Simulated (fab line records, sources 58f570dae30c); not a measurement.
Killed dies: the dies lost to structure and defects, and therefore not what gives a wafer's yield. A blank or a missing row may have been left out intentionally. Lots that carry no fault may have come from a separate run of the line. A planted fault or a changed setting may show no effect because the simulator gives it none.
Struck lot and sound lot, side by side | flow berkeley cmos170 | 16 out of 331 route steps
Sound: the wafers L351.2, L351.4, L351.6. The struck wafers were L364.1, L364.2, L364.5. Last of all comes the cause.
Per side, at each step with rows, come the tool, then ch with its chambers, and then its first start. Under that, the readings that differ: sound wafers | struck wafers | difference of the means | sigmas: that difference in standard deviations of wafers without a fault.
alike: words and numbers the same on both sides, and readings whose means are apart by under 2 such deviations; not compared: readings that were withheld, readings missing a value for some wafer, numbers with overlapping values and no deviation given by the record, and bounds like >300 which may hide the same value.
A row with sigmas, a row that says differs or no value, or rows on one side alone: a step with any of these is where the two part. Numbers that have no deviation but don't overlap get no sigmas and don't part them. Lack of a reading on every wafer of one side parts them only where that side has two or more wafers.

first, 2 steps without rows for these wafers: UCB170_V1_PEB_10; UCB170_V1_DEVELOP_11 (develop time 45 s).
UCB170_V1_CD_MEAS_12 targets a cd of 700 nm.
  sound on cd sem-01, day 9 09:26; struck on cd sem-02, day 12 01:41
  alike: cd nm
UCB170_V1_OVL_MEAS_13:
  sound on overlay-01, day 9 09:32; struck on overlay-02, day 12 01:49
  alike: V1_OVL
UCB170_V1_ETCH_14: etches SiO2 in CHF3/CF4/Ar, stops on Al, target depth 1250 nm, time 291 s.
  sound on rie diel-01 ch 0,1,2, day 9 09:34; struck on rie diel-01 ch 0,1,2, day 12 01:51
  alike: cf4 flow sccm, chamber pressure mTorr, drypump motor current A, oes product au, throttle valve pct
  not compared: rf hours counter h
UCB170_V1_STRIP_15: strips in O2.
  sound on plasma asher-03 ch 0,1, day 9 09:45; struck on plasma asher-03 ch 0,1, day 12 02:01
  alike: chamber pressure mTorr, drypump motor current A, oes product au, strip time to endpoint s
  not compared: rf hours counter h
UCB170_V1_CD_MEAS_90 targets a cd of 700 nm.
  sound on cd sem-02, day 9 09:52; struck on cd sem-01, day 12 02:07
  alike: cd nm
then, 1 step without rows for these wafers: UCB170_M2_PRE_CLEAN_00 (preclean etch time 60 s).
UCB170_M2_SPUTTER_01: material Al, target thk 900 nm, time 120 s.
  sound on pvd sputter-04, day 9 10:02; struck on pvd sputter-04, day 12 02:19
  alike: cathode dc power W, chamber pressure pa, throttle valve pct
UCB170_M2_RS_MEAS_02: measurement is done with a four-point probe.
  sound on film metro-01, day 9 10:08; struck on film metro-01, day 12 02:23
  alike: M2_AL_RS
UCB170_M2_THK_MEAS_03: measures by xrf.
  sound on film metro-01, day 9 10:15; struck on film metro-01, day 12 02:31
  alike: M2_AL_THK
then, 1 step without rows for these wafers: UCB170_M2_HMDS_04 (prime time 60 s).
UCB170_M2_COAT_05: resist thk 900 nm.
  sound on litho track-04 ch 0, day 9 10:29; struck on litho track-04 ch 0, day 12 02:43
  reading                             | sound                | struck               | difference | sigmas
  spin speed rpm (rpm)                | 1500.8 1500.1 1500.0 | 1636.0 1637.3 1638.0 | +136.8     | +99 or more
  model.KrF_of_M2_COAT_05.thk nm (nm) | 897.9 898.9 896.3    | 862.4 862.3 864.6    | -34.6      |
  alike: exhaust pa, resist line temp C
then, 1 step without rows for these wafers: UCB170_M2_SOFTBAKE_06 (time 60 s).
UCB170_M2_STRIP_07: strips in O2.
  sound on plasma asher-04 ch 0, day 9 10:45; struck on plasma asher-04 ch 0,1, day 12 03:01
  reading                      | sound             | struck            | difference | sigmas
  strip time to endpoint s (s) | 21.90 21.93 21.87 | 21.05 21.06 21.11 | -0.83      | -14
  alike: chamber pressure mTorr, drypump motor current A, oes product au
  not compared: rf hours counter h
then, 1 step without rows for these wafers: UCB170_M2_STRIP_08 (strips KrF in DMSO, time 600 s).

== WHERE THEY PART ==
At UCB170_M2_COAT_05 first; at UCB170_M2_STRIP_07 last (within this record only).

WHY: what the simulator had put in
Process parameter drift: litho track-04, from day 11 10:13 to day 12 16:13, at UCB170_M2_COAT_05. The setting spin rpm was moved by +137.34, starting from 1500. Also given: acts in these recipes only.
